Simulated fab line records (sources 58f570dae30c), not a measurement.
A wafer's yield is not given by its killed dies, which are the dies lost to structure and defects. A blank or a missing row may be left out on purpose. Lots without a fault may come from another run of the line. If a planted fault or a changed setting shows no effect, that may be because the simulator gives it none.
Which tool is to blame? ; flow berkeleyCmos170 ; 7 lots, 21 wafers sampled, at 3 steps of a route of 331

WHAT THE GAUGES READ, wafer by wafer
UCB170_SCREENOX_THK_MEAS_02.
lot;measured;on;SCREENOX_OXIDE_THK (nm)
L968;day 6 23:31;filmMetro-03;14.42 14.14 14.54
L969;day 7 16:12;filmMetro-03;14.19 14.29 14.18
L973;day 7 16:13;filmMetro-02;14.44 14.24 14.29
L974;day 7 16:10;filmMetro-02;14.56 14.63 14.65
L978;day 8 12:38;filmMetro-01;21.98 21.97 21.65
L986;day 10 15:22;filmMetro-03;14.48 14.53 14.66
L989;day 11 00:38;filmMetro-01;14.49 14.73 14.37

TOOL THAT RAN EACH LOT (tool first, then ch and the chambers of the sampled wafers, then the start)
lot;UCB170_ZERO_STRIP_07;UCB170_SCREENOX_OXIDATION_01
L968;plasmaAsher-04 ch 0,1, day 2 07:05;furnace-01 ch 0, day 6 21:50
L969;plasmaAsher-01 ch 0,1, day 2 18:53;furnace-04 ch 0, day 7 14:28
L973;plasmaAsher-01 ch 0,1, day 3 09:35;furnace-04 ch 0, day 7 14:28
L974;plasmaAsher-03 ch 0,1, day 3 10:07;furnace-04 ch 0, day 7 14:28
L978;plasmaAsher-04 ch 0,1, day 4 10:05;furnace-04 ch 0, day 8 10:58
L986;plasmaAsher-04 ch 0,1, day 6 06:03;furnace-02 ch 0, day 10 13:42
L989;plasmaAsher-03 ch 0,1, day 6 17:27;furnace-02 ch 0, day 10 22:53
- UCB170_ZERO_STRIP_07: strips in O2.
- UCB170_SCREENOX_OXIDATION_01: target thk 14.4 nm, ox time 2400 s.

THE ANSWER, worked out from the rows above alone
Rule: what is usual is taken from the lots themselves. Put in order of their means at a reading, lots are off if they are a third of the lots or fewer, leave a main group of 4 or more, and stand apart from it by a gap of 3 or more times the standard deviation of the main group's means; of several such gaps the widest counts. The tables above print the reading to a certain number of digits; a main group whose means all agree to those digits is not used. Also off: a lot with no number at a reading for which 4 or more lots have one. Where the step has rows for the other lots, those lots are counted as sound.
Off: L978, at UCB170_SCREENOX_THK_MEAS_02 (SCREENOX_OXIDE_THK). Main group: mean 14.43 nm, sd 0.14.
A tool fits if, at a process step before that reading, it ran every lot that is off, and no sound lot after the first of them. The gauges at UCB170_SCREENOX_THK_MEAS_02 are tried like those tools. One fits: UCB170_SCREENOX_OXIDATION_01 on furnace-04. A fault onset in the window from L969 (day 7 14:28, its last sound lot) to L978 (day 8 10:58, its first lot off) fits.

WHAT THE SIMULATOR PUT IN
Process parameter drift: furnace-04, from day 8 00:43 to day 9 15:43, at UCB170_SCREENOX_OXIDATION_01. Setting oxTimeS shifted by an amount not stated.
Lots struck among those shown: L978. Same finding as the rule above.
